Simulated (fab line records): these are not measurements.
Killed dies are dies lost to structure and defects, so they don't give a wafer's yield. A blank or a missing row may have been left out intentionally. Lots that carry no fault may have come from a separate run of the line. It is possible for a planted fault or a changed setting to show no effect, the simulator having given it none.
Code-filled problem report in 8D (eight disciplines) form | flow berkeleyCmos170 | the parts of the form that need people (team, actions taken, sign-off) are left out

== 1. WHAT WENT WRONG ==
SILICIDE_TI_RS at UCB170_SILICIDE_RS_MEAS_02 reads a mean of 33.5 ohm/sq on 1 wafer of 1 lot; wafers without a fault read 26.1 ohm/sq with a standard deviation of 0.35. Measured from the usual mean, that is +21 standard deviations.
The step: measures by four-point-probe.
The first sign was on wafer L216.3 at day 10 23:30, on filmMetro-03. The record holds 39 wafers of 13 lots with a number at this step. Rule for "out" (also "out of limits"): further than 4 standard deviations from the usual mean. The other wafers with a number count as sound.

== 2. WHAT IT IS AND WHAT IT IS NOT ==
question                    | is                | is not
which readings at this step | SILICIDE_TI_RS    | -
which lots                  | L216              | L198, L199, L201, L203, L204, L205, L206, L207, L208, L210, L212, L215
which wafers of those lots  | L216.3            | L216.2, L216.4
read on which gauges        | filmMetro-03      | filmMetro-01, filmMetro-04
when                        | from day 10 23:30 | up to then (35 sound wafers); but 3 sound wafers of L215 came after

== 3. THE SUSPECTS, EACH WITH WHAT RULES IT OUT ==
Counting: any tool at a process step up to the reading remains a suspect provided it ran every lot that is out. Sound lots after the first of them don't rule it out here, since some wafers of a struck lot are sound.
- the gauge at UCB170_SILICIDE_RS_MEAS_02: kept. All the wafers that are out were read on filmMetro-03, and no step on other tools shows them out.
- plasmaAsher-04 at UCB170_NSD_STRIP_09 (strips in O2): kept. It processed L216, the lot that is out, at day 10 21:35, and its most recent sound lot before then was L208 at day 8 17:47.
- pvdSputter-01 at UCB170_SILICIDE_SPUTTER_01 (material Ti, target thk 30 nm, time 25 s): kept. It processed L216, the lot that is out, at day 10 23:23, and its most recent sound lot before then was L210 at day 9 14:44.
After the count, these remain: plasmaAsher-04 at UCB170_NSD_STRIP_09, pvdSputter-01 at UCB170_SILICIDE_SPUTTER_01 and filmMetro-03 at UCB170_SILICIDE_RS_MEAS_02.

== 4. THE CAUSE (what the simulator had put in) ==
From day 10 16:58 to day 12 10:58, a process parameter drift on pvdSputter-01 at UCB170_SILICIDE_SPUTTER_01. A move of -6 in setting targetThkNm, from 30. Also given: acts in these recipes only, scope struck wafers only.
After counting, 3 suspects remain, this tool included.

== 5. SEQUENCE OF EFFECTS, ordered by route ==
Rows list readings where the struck wafers' mean (over those with a number) sits beyond 3 standard deviations from the usual. Readings are gone through only where the record gives a usual standard deviation; hours: the median, over the lots, of the time from a lot's start at the first step in this table giving one to that lot's start at this step; sigmas: the change measured in usual standard deviations.
hours | step                        | reading         | usual       | on struck wafers | change | sigmas
0     | UCB170_SILICIDE_RS_MEAS_02  | SILICIDE_TI_RS  | 26.1 ohm/sq | 33.5             | +7.4   | +21
0     | UCB170_SILICIDE_THK_MEAS_03 | SILICIDE_TI_THK | 29.9 nm     | 24.4             | -5.5   | -15

== 6. WHAT WOULD HAVE CAUGHT IT SOONER ==
7 hours passed between the start of the fault at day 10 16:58 and the first reading out of limits at a measuring or inspecting step in this record, taken at day 10 23:30.
An alarm limit of 4 standard deviations would not have fired on the tool readings at UCB170_SILICIDE_SPUTTER_01 for which the record gives a usual standard deviation, since none of them was out on any struck wafer.
By day 10 23:30, every lot that is out (1) had started UCB170_SILICIDE_SPUTTER_01 on pvdSputter-01. Had the tool been put on hold then, not one of them would have been saved.
